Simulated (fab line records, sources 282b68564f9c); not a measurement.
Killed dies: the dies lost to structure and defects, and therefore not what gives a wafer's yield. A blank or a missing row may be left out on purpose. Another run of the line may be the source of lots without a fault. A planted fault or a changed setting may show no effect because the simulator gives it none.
A struck lot beside a sound one | flow ritCmos | 14 out of 202 route steps
Sound: the wafers L423.1, L423.4, L423.5. Wafers struck: L420.2, L420.4, L420.6. The cause is given at the end.
Order at every step that has rows: each side's tool, ch and its chambers, its first start. Under that, the readings that differ: sound wafers | struck wafers | difference of the means | sigmas: that difference in standard deviations of wafers without a fault.
alike: same words and numbers on both sides, and readings whose means sit less than 2 such deviations apart. not compared: any withheld reading, any reading some wafer has no value for, any bound like >300 that may hide the same value, and any number with overlapping values for which the record gives no deviation.
The two part at a step that has a row with sigmas, a row that says differs or no value, or rows on one side only. Non-overlapping numbers with no deviation appear without sigmas and do not part them. A reading missing from all wafers of one side parts the sides only when that side holds two or more wafers.

first, 1 step without rows for these wafers: RIT_NWELL_IMPLANT_08.
RIT_NWELL_STRIP_09: strips in O2, time 180 s.
  sound on plasmaAsher-02 ch 0,1, day 5 10:47; struck on plasmaAsher-04 ch 1, day 4 22:35
  alike: chamberPressureMTorr, drypumpMotorCurrentA
  not compared: rfHoursCounterH
RIT_NWELL_TW_MEAS_10:
  sound on filmMetro-04, day 5 10:57; struck on filmMetro-04, day 4 22:46
  alike: NWELL_TW
then, 6 steps without rows for these wafers: RIT_PWELL_HMDS_00 (prime time 60 s); RIT_PWELL_COAT_01 (resist thk 1300 nm); RIT_PWELL_SOFTBAKE_02 (time 60 s); RIT_PWELL_EXPOSE_03 (exposes mask M3, target cd 43700 nm); RIT_PWELL_PEB_04; RIT_PWELL_DEVELOP_05 (develop time 68 s).
RIT_PWELL_OVL_MEAS_06:
  sound on overlay-01, day 5 11:53; struck on overlay-02, day 4 23:43
  alike: PWELL_OVL
then, 2 steps without rows for these wafers: RIT_PWELL_HARDBAKE_07 (time 120 s); RIT_PWELL_IMPLANT_08.
RIT_PWELL_STRIP_09: strips in O2, time 180 s.
  sound on plasmaAsher-02 ch 0,1, day 5 12:20; struck on plasmaAsher-02 ch 1, day 5 00:09
  no value came back on the struck wafers for chamberPressureMTorr (mTorr), drypumpMotorCurrentA (A), timeS (s); on the sound wafers chamberPressureMTorr (mTorr) reads 4001 4004 4001
reading                                   | sound | struck         | difference | sigmas
model.NOVOLAK_of_PWELL_COAT_01.thkNm (nm) | 0 0 0 | 1134 1132 1138 | +1135      | 
  not compared: rfHoursCounterH
RIT_PWELL_TW_MEAS_10:
  sound on filmMetro-04, day 5 12:30; struck on filmMetro-04, day 5 00:20
  alike: PWELL_TW

WHERE THEY PART
RIT_PWELL_STRIP_09 only, going by this record. Later steps at which nothing parts them and some readings are alike: RIT_PWELL_TW_MEAS_10.

WHY: whatever the simulator had introduced
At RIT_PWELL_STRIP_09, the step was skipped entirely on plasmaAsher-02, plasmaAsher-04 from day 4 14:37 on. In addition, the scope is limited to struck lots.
